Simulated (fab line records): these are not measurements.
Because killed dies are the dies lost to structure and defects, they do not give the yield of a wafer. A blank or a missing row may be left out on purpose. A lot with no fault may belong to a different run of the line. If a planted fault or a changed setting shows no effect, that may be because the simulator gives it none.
fab line records -- flow rit-cmos
record lots=6, wafers=18, last-day=7
route steps=202 shown CONTACT@177 M1@184
lots that met no fault: taken from a fault-free run of the same line
start-h: the number of hours between the record's first day and the start of the first shown wafer of the lot -- wait-h: hours since the lot's step before -- " unchanged from the row above -- L1.1+2: a single row standing in for several wafers -- - no value, or no start was given -- * or withheld: withheld -- < > ~ a bound
route shown NAME@n: a module of which the file shows steps, and the number in the route of the first -- usual: mean/standard deviation of fault-free wafers -- same: alike in all rows -- chamber/n: place in a boat -- sites: the reading at each site -- _std_site: standard deviation across them -- _edge_site: inner sites' mean taken away from outer sites' mean -- radius-mm: for every site, how far away it sits from the centre of the wafer -- mask NAME#n: copy n -- behind: the tool/chamber that last shaped the wafer -- hold: what put the lot on hold/how long, in hours/how the hold closed -- device: transistor that didn't switch, given as n, p or np -- end of line: at the end of the route, the tests of the same wafers -- step lacking rows: just its recipe -- killed: dies that structure and defects cost at the first sort, which is not the same as the wafer's yield -- map: dies across one wafer; x = killed, . = not, _ = none there
set.NAME: the setting that was run; set.NAME@STEP: the one run at that earlier step -- model.NAME: the simulator's own value behind a step, which no gauge read
lots at selected steps of the route; one table per step, one row per wafer
services: from which hour (start-h, from the record's first day; less than 0 if before it) a tool's chamber was out of use, for how many hours, and why
## steps
# step RIT_CONTACT_OVL_MEAS_09
# usual CONTACT_OVL=-0.2/1.4
lot.wafer,tool,chamber,start-h,wait-h,CONTACT_OVL[nm]
L633.3,overlay-02,-,61.09,0.1,-0.6
L633.4,overlay-02,-,61.09,0.1,-0.6
L633.6,overlay-02,-,61.09,0.1,0.2
L643.1,overlay-01,-,109.82,0.1,0.8
L643.5,overlay-01,-,109.82,0.1,1.3
L643.6,overlay-01,-,109.82,0.1,1.3
L645.1,overlay-02,-,117.55,0.1,-1.2
L645.4,overlay-02,-,117.55,0.1,-1.1
L645.5,overlay-02,-,117.55,0.1,-0.7
L648.1,overlay-01,-,130.95,0.1,0.8
L648.4,overlay-01,-,130.95,0.1,1.6
L648.5,overlay-01,-,130.95,0.1,0.9
L654.2,overlay-01,-,161.44,0.1,0.4
L654.3,overlay-01,-,161.44,0.1,0.8
L654.5,overlay-01,-,161.44,0.1,1.8
L655.1,overlay-01,-,166.37,0.1,-0.3
L655.3,overlay-01,-,166.37,0.1,0.5
L655.5,overlay-01,-,166.37,0.1,0.1
# step RIT_CONTACT_HARDBAKE_10
# recipe resist=NOVOLAK, temp-c=140, time-s=60
# step RIT_CONTACT_ETCH_11
# recipe target-depth-a=4800, over-etch-frac=0.2, stop-on=TiSi2, chemistry=CHF3/CF4/Ar, target=SiO2, CHF3_flow_sccm=50, cf4-flow-sccm=10, Ar_flow_sccm=100, O2_flow_sccm=5, pressure-mtorr=100, rf-w=200, time-s=320
# usual cf4-flow-sccm=10.00/0.032, chamber-pressure-mTorr=99.99/0.087, drypump-motor-current-A=5.9/0.36, oes-product-au=0.989/0.014, throttle-valve-pct=8.86/0.14
lot.wafer,tool,chamber,start-h,wait-h,cf4-flow-sccm,chamber-pressure-mTorr,drypump-motor-current-A,oes-product-au,rf-hours-counter-h,throttle-valve-pct
L633.3,rie-diel-04,1,61.27,0.1,10.00,100.14,5.9,0.987,11,8.96
L633.4,rie-diel-04,3,61.27,0.1,10.05,99.91,5.8,0.977,-,8.61
L633.6,rie-diel-04,1,61.27,0.1,10.02,99.93,5.8,1.003,-,8.98
L643.1,rie-diel-04,3,110.01,0.1,9.97,99.83,5.7,0.971,63,8.61
L643.5,rie-diel-04,3,110.01,0.1,9.97,99.95,5.7,0.967,-,8.59
L643.6,rie-diel-04,0,110.01,0.1,9.99,99.85,5.6,0.977,-,9.14
L645.1,rie-diel-04,1,117.74,0.1,10.03,99.97,5.8,0.991,12,8.99
L645.4,rie-diel-04,2,117.74,0.1,9.98,99.85,5.4,0.997,73,8.83
L645.5,rie-diel-04,2,117.74,0.1,9.99,99.98,5.4,1.001,-,8.82
L648.1,rie-diel-04,2,131.20,0.1,10.00,100.02,5.4,0.990,73,8.82
L648.4,rie-diel-04,3,131.20,0.1,10.00,100.18,5.7,0.979,64,8.62
L648.5,rie-diel-04,0,131.20,0.1,10.00,100.00,5.6,0.978,-,9.15
L654.2,rie-diel-03,0,161.62,0.1,9.99,100.10,5.3,0.981,2,8.84
L654.3,rie-diel-03,0,161.62,0.1,10.01,100.03,5.3,0.988,-,8.82
L654.5,rie-diel-03,2,161.62,0.1,9.96,100.03,6.3,1.006,-,8.78
L655.1,rie-diel-02,3,166.70,0.1,10.01,100.01,6.1,0.967,9,8.89
L655.3,rie-diel-02,1,166.70,0.1,10.04,100.01,5.9,0.994,47,8.77
L655.5,rie-diel-02,2,166.70,0.1,9.97,99.96,5.4,0.978,-,8.81
# step RIT_CONTACT_STRIP_12
# recipe chemistry=O2, time-s=180, resist=NOVOLAK, platen-temp-c=withheld, power-w=500, pressure-mtorr=4000, o2-flow-sccm=4000
# usual chamber-pressure-mTorr=4000/3.5, drypump-motor-current-A=5.4/0.49, o2-flow-sccm=4000/11, rf-refl-power-W=6.2/1.5
lot.wafer,tool,chamber,start-h,wait-h,chamber-pressure-mTorr,drypump-motor-current-A,o2-flow-sccm,rf-hours-counter-h,rf-refl-power-W
L633.3,plasma-asher-02,0,61.52,0.2,4002,5.7,3988,-,5.9
L633.4,plasma-asher-02,1,61.52,0.2,4001,5.4,4007,-,6.2
L633.6,plasma-asher-02,1,61.52,0.2,4000,5.4,4001,-,6.3
L643.1,plasma-asher-01,1,110.20,0.1,4003,4.8,3982,48,3.9
L643.5,plasma-asher-01,0,110.20,0.1,3999,6.2,4002,-,8.2
L643.6,plasma-asher-01,1,110.20,0.1,3999,4.8,3998,-,3.8
L645.1,plasma-asher-02,1,117.93,0.1,3995,5.4,3995,0,6.4
L645.4,plasma-asher-02,1,117.93,0.1,4003,5.4,4017,-,6.3
L645.5,plasma-asher-02,1,117.93,0.1,4005,5.4,3992,-,6.5
L648.1,plasma-asher-04,1,131.40,0.1,4002,5.5,4005,36,6.1
L648.4,plasma-asher-04,0,131.40,0.1,4001,5.2,4010,-,7.4
L648.5,plasma-asher-04,1,131.40,0.1,3999,5.5,3999,-,6.1
L654.2,plasma-asher-01,1,161.91,0.2,4002,4.8,3995,53,3.9
L654.3,plasma-asher-01,0,161.91,0.2,4001,6.2,4020,-,8.1
L654.5,plasma-asher-01,1,161.91,0.2,4003,4.7,4009,-,4.0
L655.1,plasma-asher-01,0,166.89,0.1,4003,6.2,3988,54,8.3
L655.3,plasma-asher-01,1,166.89,0.1,4003,4.8,3997,-,4.0
L655.5,plasma-asher-01,0,166.89,0.1,3994,6.2,3982,-,8.3
# step RIT_CONTACT_CD_MEAS_90
# recipe target-cd-nm=1000
# usual cd-nm=1000.3/2.2
lot.wafer,tool,chamber,start-h,wait-h,cd-nm
L633.3,cd-sem-02,-,61.68,0.1,1005.7
L633.4,cd-sem-02,-,61.68,0.1,1004.3
L633.6,cd-sem-02,-,61.68,0.1,1005.9
L643.1,cd-sem-02,-,110.38,0.1,1000.1
L643.5,cd-sem-02,-,110.38,0.1,1002.0
L643.6,cd-sem-02,-,110.38,0.1,999.6
L645.1,cd-sem-02,-,118.11,0.1,999.7
L645.4,cd-sem-02,-,118.11,0.1,1000.7
L645.5,cd-sem-02,-,118.11,0.1,999.3
L648.1,cd-sem-02,-,131.57,0.1,998.7
L648.4,cd-sem-02,-,131.57,0.1,997.9
L648.5,cd-sem-02,-,131.57,0.1,1000.9
L654.2,cd-sem-01,-,162.11,0.1,1004.7
L654.3,cd-sem-01,-,162.11,0.1,1003.7
L654.5,cd-sem-01,-,162.11,0.1,1000.2
L655.1,cd-sem-01,-,167.07,0.1,998.5
L655.3,cd-sem-01,-,167.07,0.1,997.5
L655.5,cd-sem-01,-,167.07,0.1,1000.1
# step RIT_CONTACT_CLEAN_13
# recipe chemistry=SC1, mix=3:3:50, time-s=600, temp-c=75
# step RIT_CONTACT_CLEAN_14
# recipe chemistry=SC2, mix=3:3:50, time-s=600, temp-c=75, dry=n2-spin
# step RIT_M1_SPUTTER_00
# recipe material=Al, target-thk-nm=400, power-w=2000, chamber-pressure-pa=0.4195, gas=Ar, time-s=500, substrate-temp-c=25
# usual throttle-valve-pct=30.4/1
lot.wafer,tool,chamber,start-h,wait-h,throttle-valve-pct
L633.3,pvd-sputter-02,-,62.30,0.0,30.9
L633.4,pvd-sputter-02,-,62.30,0.0,30.9
L633.6,pvd-sputter-02,-,62.30,0.0,30.6
L643.1,pvd-sputter-02,-,110.85,0.0,30.6
L643.5,pvd-sputter-02,-,110.85,0.0,28.6
L643.6,pvd-sputter-02,-,110.85,0.0,30.6
L645.1,pvd-sputter-02,-,118.59,0.0,30.3
L645.4,pvd-sputter-02,-,118.59,0.0,30.9
L645.5,pvd-sputter-02,-,118.59,0.0,31.0
L648.1,pvd-sputter-03,-,132.04,0.0,30.6
L648.4,pvd-sputter-03,-,132.04,0.0,31.9
L648.5,pvd-sputter-03,-,132.04,0.0,31.0
L654.2,pvd-sputter-03,-,162.56,0.0,30.9
L654.3,pvd-sputter-03,-,162.56,0.0,31.8
L654.5,pvd-sputter-03,-,162.56,0.0,31.1
L655.1,pvd-sputter-02,-,167.54,0.0,30.9
L655.3,pvd-sputter-02,-,167.54,0.0,31.0
L655.5,pvd-sputter-02,-,167.54,0.0,31.0
# step RIT_M1_RS_MEAS_01
# recipe thk-meas-gauge=four-point-probe, reads=Al_of_M1_SPUTTER_00
# usual M1_AL_RS=0.0751/0.0011
lot.wafer,tool,chamber,start-h,wait-h,M1_AL_RS[ohm/sq]
L633.3,film-metro-03,-,62.63,0.2,0.0747
L633.4,film-metro-03,-,62.63,0.2,0.0753
L633.6,film-metro-03,-,62.63,0.2,0.0755
L643.1,film-metro-01,-,111.14,0.1,0.0743
L643.5,film-metro-01,-,111.14,0.1,0.0746
L643.6,film-metro-01,-,111.14,0.1,0.0746
L645.1,film-metro-01,-,118.89,0.1,0.0739
L645.4,film-metro-01,-,118.89,0.1,0.0733
L645.5,film-metro-01,-,118.89,0.1,0.0720
L648.1,film-metro-01,-,132.34,0.1,0.0757
L648.4,film-metro-01,-,132.34,0.1,0.0774
L648.5,film-metro-01,-,132.34,0.1,0.0765
L654.2,film-metro-01,-,162.87,0.2,0.0767
L654.3,film-metro-01,-,162.87,0.2,0.0775
L654.5,film-metro-01,-,162.87,0.2,0.0765
L655.1,film-metro-03,-,167.83,0.1,0.0756
L655.3,film-metro-03,-,167.83,0.1,0.0748
L655.5,film-metro-03,-,167.83,0.1,0.0756
# step RIT_M1_THK_MEAS_02
# recipe thk-meas-gauge=xrf, reads=Al_of_M1_SPUTTER_00
# usual M1_AL_THK=393/6.1
lot.wafer,tool,chamber,start-h,wait-h,M1_AL_THK[nm]
L633.3,film-metro-03,-,62.73,0.1,397
L633.4,film-metro-03,-,62.73,0.1,392
L633.6,film-metro-03,-,62.73,0.1,391
L643.1,film-metro-01,-,111.26,0.1,397
L643.5,film-metro-01,-,111.26,0.1,394
L643.6,film-metro-01,-,111.26,0.1,395
L645.1,film-metro-01,-,119.01,0.1,399
L645.4,film-metro-01,-,119.01,0.1,403
L645.5,film-metro-01,-,119.01,0.1,412
L648.1,film-metro-01,-,132.46,0.1,387
L648.4,film-metro-01,-,132.46,0.1,381
L648.5,film-metro-01,-,132.46,0.1,385
L654.2,film-metro-01,-,162.98,0.1,388
L654.3,film-metro-01,-,162.98,0.1,383
L654.5,film-metro-01,-,162.98,0.1,387
L655.1,film-metro-03,-,167.95,0.1,392
L655.3,film-metro-03,-,167.95,0.1,396
L655.5,film-metro-03,-,167.95,0.1,389
# step RIT_M1_HMDS_03
# recipe prime-time-s=60, prime-temp-c=140
# step RIT_M1_COAT_04
# recipe resist=NOVOLAK, spin-rpm=2000, resist-thk-nm=1300
# step RIT_M1_SOFTBAKE_05
# recipe resist=NOVOLAK, temp-c=90, time-s=60
# usual run-length-s=89.16/0.16
lot.wafer,tool,chamber,start-h,wait-h,run-length-s
L633.3,litho-track-02,0,63.12,0.1,89.09
L633.4,litho-track-02,0,63.12,0.1,89.11
L633.6,litho-track-02,0,63.12,0.1,89.04
L643.1,litho-track-04,0,111.62,0.1,88.96
L643.5,litho-track-04,0,111.62,0.1,88.95
L643.6,litho-track-04,0,111.62,0.1,89.05
L645.1,litho-track-04,0,119.37,0.1,100.07
L645.4,litho-track-04,0,119.37,0.1,99.99
L645.5,litho-track-04,0,119.37,0.1,100.19
L648.1,litho-track-04,0,132.82,0.1,99.97
L648.4,litho-track-04,0,132.82,0.1,99.94
L648.5,litho-track-04,0,132.82,0.1,100.07
L654.2,litho-track-02,0,163.36,0.1,89.05
L654.3,litho-track-02,0,163.36,0.1,89.07
L654.5,litho-track-02,0,163.36,0.1,89.06
L655.1,litho-track-03,0,168.31,0.1,89.35
L655.3,litho-track-03,0,168.31,0.1,89.41
L655.5,litho-track-03,0,168.31,0.1,89.19
# step RIT_M1_EXPOSE_06
# recipe mask-id=M12, na=0.6, source-shape=conventional, sigma-outer=0.5, target-cd-nm=2600, dose-mj=250
# step RIT_M1_PROBE_99
# usual defect-limited-yield=97.4/1.1, killed-at-front-end=6.9/3, killed-dies=6.9/3, killed-open=3.5/2, killed-short=3.4/2.1, sort_bin_3_pad_short=0.1/0.23, sort_bin_5_function=1.5/0.85, sort_bin_6_memory=1.0/0.59, sort-n-pass=257.1/3, sort-yield-pct=97.4/1.1
# same gross-dies=264, killed_at_M0_to_M3=0, killed_at_M4_up=0, killed-at-back-side=0, killed-at-contacts=0, killed-at-other=0
lot.wafer,tool,chamber,start-h,wait-h,defect-limited-yield[%],killed-at-front-end,killed-dies,killed-open,killed-short,sort_bin_3_pad_short[%],sort_bin_5_function[%],sort_bin_6_memory[%],sort-n-pass,sort-yield-pct[%]
L633.3,prober-02,-,66.58,0.2,97.3,7,7,5,2,0,1.9,0.8,257.0,97.3
L633.4,prober-02,-,66.63,0.2,95.8,11,11,7,2,0,1.9,2.3,253.0,95.8
L633.6,prober-02,-,66.73,0.2,96.6,9,9,4,4,0,2.3,1.1,255.0,96.6
L643.1,prober-02,-,115.82,0.1,99.6,1,1,1,0,0,0.4,0,263.0,99.6
L643.5,prober-02,-,116.02,0.2,97.3,7,7,5,2,0,0.8,1.9,257.0,97.3
L643.6,prober-02,-,116.07,0.2,97.3,7,7,4,3,0,1.5,1.1,257.0,97.3
L645.1,prober-02,-,123.47,0.1,98.1,5,5,2,3,0.4,1.1,0.4,259.0,98.1
L645.4,prober-02,-,123.62,0.2,96.6,9,9,7,2,0.4,1.9,1.1,255.0,96.6
L645.5,prober-02,-,123.67,0.2,94.7,14,14,9,5,0.4,3.8,1.1,250.0,94.7
L648.1,prober-01,-,136.20,0.1,97.3,7,7,3,4,0,1.1,1.5,257.0,97.3
L648.4,prober-01,-,136.35,0.2,97.3,7,7,5,2,0,1.5,1.1,257.0,97.3
L648.5,prober-01,-,136.40,0.2,97.7,6,6,2,4,0,2.3,0,258.0,97.7
L655.1,prober-02,-,171.55,0.1,98.1,5,5,1,4,0,0.8,1.1,259.0,98.1
L655.3,prober-02,-,171.65,0.2,95.8,11,11,8,3,0,1.9,2.3,253.0,95.8
L655.5,prober-02,-,171.75,0.2,97.7,6,6,4,2,0,1.5,0.8,258.0,97.7
# killed by level:class
L633.3 GATE:geometric-particle:open=2 FOX1:geometric-particle:open=1 FOX1:geometric-particle:short=1 GATE:geometric-particle:short=1 REOX:geometric-particle:open=1 SPACER:geometric-particle:open=1
L633.4 SPACER:geometric-particle:open=3 FOX2:geometric-particle:open=2 NWELL:coat-microbubble-printed=2 GATE:geometric-particle:open=1 GATE:geometric-particle:short=1 SPACER:geometric-particle:short=1 SILICIDE:geometric-particle:open=1
L633.6 GATE:geometric-particle:open=2 GATE:geometric-particle:short=2 REOX:geometric-particle:short=2 FOX2:geometric-particle:open=1 SILICIDE:geometric-particle:open=1 NWELL:coat-microbubble-printed=1
L643.1 GATE:geometric-particle:open=1
L643.5 GATE:geometric-particle:open=3 FOX1:geometric-particle:open=1 GATE:geometric-particle:short=1 REOX:geometric-particle:short=1 SPACER:geometric-particle:open=1
L643.6 GATE:geometric-particle:short=2 SPACER:geometric-particle:open=2 FOX1:geometric-particle:open=1 GATE:geometric-particle:open=1 SILICIDE:geometric-particle:short=1
L645.1 FOX2:geometric-particle:short=1 REOX:geometric-particle:open=1 REOX:geometric-particle:short=1 SPACER:geometric-particle:open=1 SILICIDE:geometric-particle:short=1
L645.4 GATE:geometric-particle:open=2 SPACER:geometric-particle:open=2 SILICIDE:geometric-particle:open=2 FOX2:geometric-particle:open=1 REOX:geometric-particle:short=1 SPACER:geometric-particle:short=1
L645.5 SILICIDE:geometric-particle:open=4 GATE:geometric-particle:open=3 FOX2:geometric-particle:short=2 FOX1:geometric-particle:short=1 FOX2:geometric-particle:open=1 GATE:geometric-particle:short=1 REOX:geometric-particle:short=1 SPACER:geometric-particle:open=1
L648.1 SPACER:geometric-particle:short=2 GATE:geometric-particle:short=1 GATE:geometric-particle:open=1 SPACER:geometric-particle:open=1 SILICIDE:geometric-particle:short=1 SILICIDE:geometric-particle:open=1
L648.4 GATE:geometric-particle:open=4 FOX1:geometric-particle:short=1 REOX:geometric-particle:short=1 SILICIDE:geometric-particle:open=1
L648.5 GATE:geometric-particle:short=2 SPACER:geometric-particle:open=2 SILICIDE:geometric-particle:short=2
L655.1 GATE:geometric-particle:short=3 FOX1:geometric-particle:short=1 FOX2:geometric-particle:open=1
L655.3 FOX1:geometric-particle:open=3 GATE:geometric-particle:open=3 GATE:geometric-particle:short=2 REOX:geometric-particle:open=2 FOX2:geometric-particle:short=1
L655.5 SPACER:geometric-particle:open=2 FOX1:geometric-particle:short=1 FOX1:geometric-particle:open=1 GATE:geometric-particle:short=1 GATE:geometric-particle:open=1
## services
tool,chamber,start-h,hours,kind
rie-diel-04,-,54.48,0.2,repair
rie-diel-03,0,68.01,-,clean
rie-diel-03,0,68.01,17.0,scheduled-down
rie-diel-03,0,68.01,17.0,vent-cycle
plasma-asher-02,-,70.02,8.1,repair
rie-diel-04,0,72.87,-,clean
rie-diel-04,0,72.87,25.2,scheduled-down
rie-diel-04,0,72.87,25.2,vent-cycle
plasma-asher-01,-,74.99,3.2,repair
rie-diel-04,2,85.36,21.6,repair
plasma-asher-01,-,90.39,5.1,repair
pvd-sputter-02,-,91.07,1.3,repair
plasma-asher-02,-,108.75,9.0,pm
plasma-asher-02,0,108.75,9.0,vent-cycle
plasma-asher-02,1,108.75,9.0,vent-cycle
rie-diel-03,2,115.14,2.8,repair
plasma-asher-01,-,115.79,4.3,repair
plasma-asher-02,0,117.75,-,clean
plasma-asher-02,1,117.75,-,clean
rie-diel-03,-,144.74,0.5,repair
rie-diel-04,-,147.46,14.6,pm
rie-diel-04,1,163.28,4.6,repair
rie-diel-04,-,164.24,0.5,repair
rie-diel-04,-,167.41,0.2,repair
## key
first-sign step=RIT_M1_SOFTBAKE_05, reading=run-length-s, direction=up, sigmas=68, usual=*, struck=*
effect none on later readings
met-at RIT_M1_SOFTBAKE_05
struck-wafers L645.1,L645.4,L645.5,L648.1,L648.4,L648.5
loop-trim step=RIT_M1_EXPOSE_06, setting=dose, lots=L648
onset-between 111.62 119.37
fault kind=process-parameter-drift, tool=litho-track-04, chamber=-, onset-h=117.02, steps=RIT_M1_SOFTBAKE_05, channel=time-s, offset=*, shape=step, end-h=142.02, acts-in=*, stated=*
# loop-trim: a control loop set the setting to another value than it would have without faults
